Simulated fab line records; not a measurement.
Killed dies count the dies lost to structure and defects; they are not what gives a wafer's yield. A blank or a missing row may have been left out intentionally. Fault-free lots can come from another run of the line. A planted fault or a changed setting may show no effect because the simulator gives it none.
A struck lot beside a sound one    flow rit-cmos    15 steps out of a route of 202
Sound: these wafers, L790.2, L790.4, L790.6. Wafers L791.1, L791.4, L791.6 were the ones struck. The cause is given at the end.
Order at every step that has rows: each side's tool, ch and its chambers, its first start. Under that, the readings that differ: sound wafers    struck wafers    difference of the means    sigmas: that difference in standard deviations of wafers without a fault.
alike: readings with means less than 2 such deviations apart, plus words and numbers identical on both sides. not compared: withheld readings, readings lacking a value on some wafer, bounds such as >300 that could conceal the same value, and numbers that have no deviation in the record and whose values overlap.
A row with sigmas, a row that says differs or no value, or rows on one side alone: a step with any of these is where the two part. When numbers do not overlap yet have no deviation, they are printed without sigmas and do not part them. Lack of a reading on every wafer of one side parts them only where that side has two or more wafers.

first, 5 steps without rows for these wafers: RIT_NRETRO_COAT_01 (resist thk 1300 nm); RIT_NRETRO_SOFTBAKE_02 (time 60 s); RIT_NRETRO_EXPOSE_03 (exposes mask M4, target cd 43900 nm); RIT_NRETRO_PEB_04; RIT_NRETRO_DEVELOP_05 (develop time 68 s).
RIT_NRETRO_OVL_MEAS_06:
  sound: overlay-02 at day 2 15:50; struck: overlay-01 at day 2 21:04
  alike: NRETRO_OVL
then, 2 steps without rows for these wafers: RIT_NRETRO_HARDBAKE_07 (time 120 s); RIT_NRETRO_IMPLANT_08.
RIT_NRETRO_STRIP_09: strips in O2, time 180 s.
  sound on plasma-asher-01 ch 0,1, day 2 16:16; struck on plasma-asher-04 ch 0,1, day 2 21:31
  alike: drypump-motor-current-A
  not compared: rf-hours-counter-h
RIT_NRETRO_TW_MEAS_10:
  sound: film-metro-02 at day 2 16:27; struck: film-metro-04 at day 2 21:41
  alike: NRETRO_TW
then, 2 steps without rows for these wafers: RIT_PRETRO_HMDS_00 (prime time 60 s); RIT_PRETRO_COAT_01 (resist thk 1300 nm).
RIT_PRETRO_SOFTBAKE_02: time 60 s.
  sound on litho-track-03 ch 0, day 2 16:55; struck on litho-track-03 ch 0, day 2 22:07
reading                   sound              struck             difference  sigmas
heater-power-total-W (W)  34.52 34.67 34.55  34.94 35.12 35.03  +0.45       +8
plate-temp-C (C)          90.21 89.96 90.14  90.88 90.92 91.07  +0.85       +7
then, 1 step without rows for these wafers: RIT_PRETRO_EXPOSE_03 (exposes mask M5, target cd 43700 nm).
RIT_M1_PROBE_99:
  sound: prober-01 at day 3 20:13; struck: prober-02 at day 4 02:28
reading             sound  struck  difference  sigmas
killed_at_M0_to_M3  0 0 0  0 0 1   +0          +2
  alike: killed-at-contacts, killed-at-front-end, killed-dies, killed-open, killed-short

## WHERE THEY PART
First at RIT_PRETRO_SOFTBAKE_02; last, within this record, at RIT_M1_PROBE_99.

WHY: what the simulator had put in
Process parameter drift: litho-track-03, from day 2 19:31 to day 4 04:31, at RIT_PRETRO_SOFTBAKE_02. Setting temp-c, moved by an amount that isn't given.
